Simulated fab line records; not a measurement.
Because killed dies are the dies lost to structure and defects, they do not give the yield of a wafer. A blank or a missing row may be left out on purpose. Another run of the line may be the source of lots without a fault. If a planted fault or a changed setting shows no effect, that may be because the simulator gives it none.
Split-lot trial || flow rit-cmos || route with 202 steps; 5 lots, 23 wafers read

== ON THE SPLIT ==
At RIT_PWELL_COAT_01 (resist thk 1300 nm), the setting resist-thk-nm was moved away from the recipe's 1300 nm on 7 of the 23 wafers read, by -3.7% to +2.5%. For the rest of the wafers, this setting stayed at what the recipe calls for.

== FROM THE SPLIT TO THE READING: what the file shows between them, 4 steps ==
- RIT_PWELL_SOFTBAKE_02: time 60 s (also split here: temp-c)
- RIT_PWELL_EXPOSE_03: exposes mask M3, target cd 43700 nm
- RIT_PWELL_PEB_04
- RIT_PWELL_DEVELOP_05: develop time 68 s

== THE READING ==
NOVOLAK_of_PWELL_COAT_01.thk-nm (the simulator's own value, which no gauge read), in nm, at RIT_PWELL_HARDBAKE_07 (time 120 s). The file gives no usual value for it. Here, 16 wafers ran the recipe; their average is 1136 nm with a standard deviation of 3.8 nm.

{"wafer": "L077.2", "tool, chamber at the split": "litho-track-03, 0", "resist-thk-nm as run, nm": 1300, "against the recipe": "recipe", "NOVOLAK_of_PWELL_COAT_01.thk-nm, nm": 1137, "against lot-mates on the recipe": "-"}
{"wafer": "L077.3", "tool, chamber at the split": "litho-track-03, 0", "resist-thk-nm as run, nm": 1300, "against the recipe": "recipe", "NOVOLAK_of_PWELL_COAT_01.thk-nm, nm": 1139, "against lot-mates on the recipe": "-"}
{"wafer": "L077.5", "tool, chamber at the split": "litho-track-03, 0", "resist-thk-nm as run, nm": 1300, "against the recipe": "recipe", "NOVOLAK_of_PWELL_COAT_01.thk-nm, nm": 1136, "against lot-mates on the recipe": "-"}
{"wafer": "L080.1", "tool, chamber at the split": "litho-track-04, 0", "resist-thk-nm as run, nm": 1267, "against the recipe": "-2.5%", "NOVOLAK_of_PWELL_COAT_01.thk-nm, nm": 1109, "against lot-mates on the recipe": -28}
{"wafer": "L080.2", "tool, chamber at the split": "litho-track-04, 0", "resist-thk-nm as run, nm": 1267, "against the recipe": "-2.5%", "NOVOLAK_of_PWELL_COAT_01.thk-nm, nm": 1109, "against lot-mates on the recipe": -28}
{"wafer": "L080.3", "tool, chamber at the split": "litho-track-04, 0", "resist-thk-nm as run, nm": 1300, "against the recipe": "recipe", "NOVOLAK_of_PWELL_COAT_01.thk-nm, nm": 1138, "against lot-mates on the recipe": "-"}
{"wafer": "L080.4", "tool, chamber at the split": "litho-track-04, 0", "resist-thk-nm as run, nm": 1267, "against the recipe": "-2.5%", "NOVOLAK_of_PWELL_COAT_01.thk-nm, nm": 1105, "against lot-mates on the recipe": -32}
{"wafer": "L080.5", "tool, chamber at the split": "litho-track-04, 0", "resist-thk-nm as run, nm": 1300, "against the recipe": "recipe", "NOVOLAK_of_PWELL_COAT_01.thk-nm, nm": 1136, "against lot-mates on the recipe": "-"}
{"wafer": "L083.1", "tool, chamber at the split": "litho-track-04, 0", "resist-thk-nm as run, nm": 1252, "against the recipe": "-3.7%", "NOVOLAK_of_PWELL_COAT_01.thk-nm, nm": 1095, "against lot-mates on the recipe": -45}
{"wafer": "L083.5", "tool, chamber at the split": "litho-track-04, 0", "resist-thk-nm as run, nm": 1252, "against the recipe": "-3.7%", "NOVOLAK_of_PWELL_COAT_01.thk-nm, nm": 1095, "against lot-mates on the recipe": -45}
{"wafer": "L083.2", "tool, chamber at the split": "litho-track-04, 0", "resist-thk-nm as run, nm": 1300, "against the recipe": "recipe", "NOVOLAK_of_PWELL_COAT_01.thk-nm, nm": 1138, "against lot-mates on the recipe": "-"}
{"wafer": "L083.3", "tool, chamber at the split": "litho-track-04, 0", "resist-thk-nm as run, nm": 1300, "against the recipe": "recipe", "NOVOLAK_of_PWELL_COAT_01.thk-nm, nm": 1141, "against lot-mates on the recipe": "-"}
{"wafer": "L083.4", "tool, chamber at the split": "litho-track-04, 0", "resist-thk-nm as run, nm": 1300, "against the recipe": "recipe", "NOVOLAK_of_PWELL_COAT_01.thk-nm, nm": 1141, "against lot-mates on the recipe": "-"}
{"wafer": "L084.1", "tool, chamber at the split": "litho-track-03, 0", "resist-thk-nm as run, nm": 1300, "against the recipe": "recipe", "NOVOLAK_of_PWELL_COAT_01.thk-nm, nm": 1137, "against lot-mates on the recipe": "-"}
{"wafer": "L084.6", "tool, chamber at the split": "litho-track-03, 0", "resist-thk-nm as run, nm": 1300, "against the recipe": "recipe", "NOVOLAK_of_PWELL_COAT_01.thk-nm, nm": 1137, "against lot-mates on the recipe": "-"}
{"wafer": "L084.3", "tool, chamber at the split": "litho-track-03, 0", "resist-thk-nm as run, nm": 1300, "against the recipe": "recipe", "NOVOLAK_of_PWELL_COAT_01.thk-nm, nm": 1136, "against lot-mates on the recipe": "-"}
{"wafer": "L084.4", "tool, chamber at the split": "litho-track-03, 0", "resist-thk-nm as run, nm": 1300, "against the recipe": "recipe", "NOVOLAK_of_PWELL_COAT_01.thk-nm, nm": 1135, "against lot-mates on the recipe": "-"}
{"wafer": "L084.5", "tool, chamber at the split": "litho-track-03, 0", "resist-thk-nm as run, nm": 1300, "against the recipe": "recipe", "NOVOLAK_of_PWELL_COAT_01.thk-nm, nm": 1134, "against lot-mates on the recipe": "-"}
{"wafer": "L085.1", "tool, chamber at the split": "litho-track-01, 0", "resist-thk-nm as run, nm": 1300, "against the recipe": "recipe", "NOVOLAK_of_PWELL_COAT_01.thk-nm, nm": 1127, "against lot-mates on the recipe": "-"}
{"wafer": "L085.3", "tool, chamber at the split": "litho-track-01, 0", "resist-thk-nm as run, nm": 1300, "against the recipe": "recipe", "NOVOLAK_of_PWELL_COAT_01.thk-nm, nm": 1132, "against lot-mates on the recipe": "-"}
{"wafer": "L085.4", "tool, chamber at the split": "litho-track-01, 0", "resist-thk-nm as run, nm": 1300, "against the recipe": "recipe", "NOVOLAK_of_PWELL_COAT_01.thk-nm, nm": 1128, "against lot-mates on the recipe": "-"}
{"wafer": "L085.5", "tool, chamber at the split": "litho-track-01, 0", "resist-thk-nm as run, nm": 1333, "against the recipe": "+2.5%", "NOVOLAK_of_PWELL_COAT_01.thk-nm, nm": 1161, "against lot-mates on the recipe": "+32"}
{"wafer": "L085.6", "tool, chamber at the split": "litho-track-01, 0", "resist-thk-nm as run, nm": 1333, "against the recipe": "+2.5%", "NOVOLAK_of_PWELL_COAT_01.thk-nm, nm": 1159, "against lot-mates on the recipe": "+30"}

THE FIT
A straight line over all 23 wafers: NOVOLAK_of_PWELL_COAT_01.thk-nm changes by +10.6 nm for each +1% of resist-thk-nm; r = +0.98; the points scatter about the line by 3.6 nm.
The same after taking each lot's own level away (the mean of its wafers on the recipe; 23 wafers): +12 nm for each +1%; r = +1.00; scatter 1.6 nm.
The reading moves by 44 nm for the largest change in resist-thk-nm, on that fit.
Measured against the standard deviation above, the lots' own levels, which go from 1129.0 to 1140.0 nm, span 2.9 times it.
So the lot-to-lot level changes the slope: the two fits differ.
Check: -44 nm against its lot-mates is what the line predicts for one of the wafers moved furthest among these (-3.7%) when that wafer is left out of the fit. Against them it came out at -45 nm.

== THESE WAFERS: OTHER SPLITS ==
Before the reading, these wafers also passed through other splits. Each is held against what the fit with the lots' levels taken away leaves over:
{"other split on the same wafers": "RIT_ACTIVE_CVD_03 nh3-flow-sccm", "wafers away from the commonest value": 15, "r with NOVOLAK_of_PWELL_COAT_01.thk-nm (lot level and that fit taken away)": -0.21}
{"other split on the same wafers": "RIT_ACTIVE_ETCH_13 rf-w", "wafers away from the commonest value": 10, "r with NOVOLAK_of_PWELL_COAT_01.thk-nm (lot level and that fit taken away)": -0.15}
{"other split on the same wafers": "RIT_FOX1_WET_ETCH_02 time-s", "wafers away from the commonest value": 15, "r with NOVOLAK_of_PWELL_COAT_01.thk-nm (lot level and that fit taken away)": "+0.12"}
{"other split on the same wafers": "RIT_PWELL_SOFTBAKE_02 temp-c", "wafers away from the commonest value": 8, "r with NOVOLAK_of_PWELL_COAT_01.thk-nm (lot level and that fit taken away)": "+0.09"}

== THE WHOLE CHAIN: every reading that the file lists as answering this split, in the file's order ==
{"step": "RIT_PWELL_COAT_01", "what it does": "resist thk 1300 nm", "reading": "NOVOLAK_of_PWELL_COAT_01.thk-nm (the simulator's own value, which no gauge read)", "change (the file's fit)": "+13.9 nm for each +1% of the setting", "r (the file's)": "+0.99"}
{"step": "RIT_PWELL_HARDBAKE_07", "what it does": "time 120 s", "reading": "NOVOLAK_of_PWELL_COAT_01.thk-nm (the simulator's own value, which no gauge read)", "change (the file's fit)": "+12 nm for each +1% of the setting", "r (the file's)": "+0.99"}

== THE FILE'S OWN FIT ==
NOVOLAK_of_PWELL_COAT_01.thk-nm changes by +12 nm for each +1% of resist-thk-nm, r = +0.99.
